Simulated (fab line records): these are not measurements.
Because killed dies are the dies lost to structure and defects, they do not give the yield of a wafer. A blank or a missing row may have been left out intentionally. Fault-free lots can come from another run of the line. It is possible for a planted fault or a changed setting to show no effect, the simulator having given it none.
The same fault as seen by 2 desks | flow berkeley cmos170 | each desk has only its own numbers; what lay behind them comes last

== AT THE METROLOGY DESK ==
Means of the sampled wafers that have a number, per lot and without regard to the tool the lot ran on: this is what the gauges read. A lot is out of limits, marked OUT, if its mean lies more than 4 standard deviations from the usual mean; the brackets give that distance.
Columns: A = M3_BOW at UCB170_M3_BOW_MEAS_20, usual 35 um
lot  | first seen here | A
L203 | day 7 22:26     | 33
L201 | day 7 22:53     | 35
L205 | day 8 14:07     | 29
L206 | day 8 15:17     | 34
L207 | day 9 02:41     | 37
L204 | day 9 03:08     | 46
L208 | day 9 04:41     | 30
L215 | day 10 20:32    | 38
L216 | day 10 20:50    | 31
L217 | day 10 21:05    | 25
L221 | day 11 14:26    | 40
L218 | day 11 18:17    | 36
L222 | day 12 16:34    | 37
L223 | day 12 16:52    | 33
L220 | day 12 17:29    | 40
Result from this desk: across the 15 lots, nothing is out of limits.

== FOR THE TOOL OWNER'S DESK: wet bench-04 ==
The tool's own readings at UCB170_PSD_CLEAN_11 (cleans in SPM, time 600 s): means of the sampled wafers that have a number, for each lot that ran on this tool. A lot is out of limits, marked OUT, if its mean lies more than 4 standard deviations from the usual mean; the brackets give that distance.
Columns: A = bath guard temp C at UCB170_PSD_CLEAN_11, usual 120.0 C; B = bath heat duty pct at UCB170_PSD_CLEAN_11, usual 13.2 %; C = temp c at UCB170_PSD_CLEAN_11, usual 119.99 C
lot  | first seen here | A     | B    | C
L205 | day 7 10:19     | 119.6 | 14.7 | 119.92
L218 | day 10 12:28    | 120.4 | 15.5 | 120.00
L221 | day 10 12:53    | 119.9 | 13.8 | 119.96
L220 | day 11 10:56    | 119.3 | 13.0 | 120.02
L222 | day 11 10:56    | 119.3 | 13.6 | 119.99
L223 | day 11 10:56    | 119.3 | 13.5 | 120.07
Result from this desk: across the 6 lots, nothing is out of limits.

== ALL TOGETHER ==
The metrology desk saw nothing out of limits.
The desk of the tool owner found nothing out of limits.

== WHAT THE SIMULATOR HAD INSERTED ==
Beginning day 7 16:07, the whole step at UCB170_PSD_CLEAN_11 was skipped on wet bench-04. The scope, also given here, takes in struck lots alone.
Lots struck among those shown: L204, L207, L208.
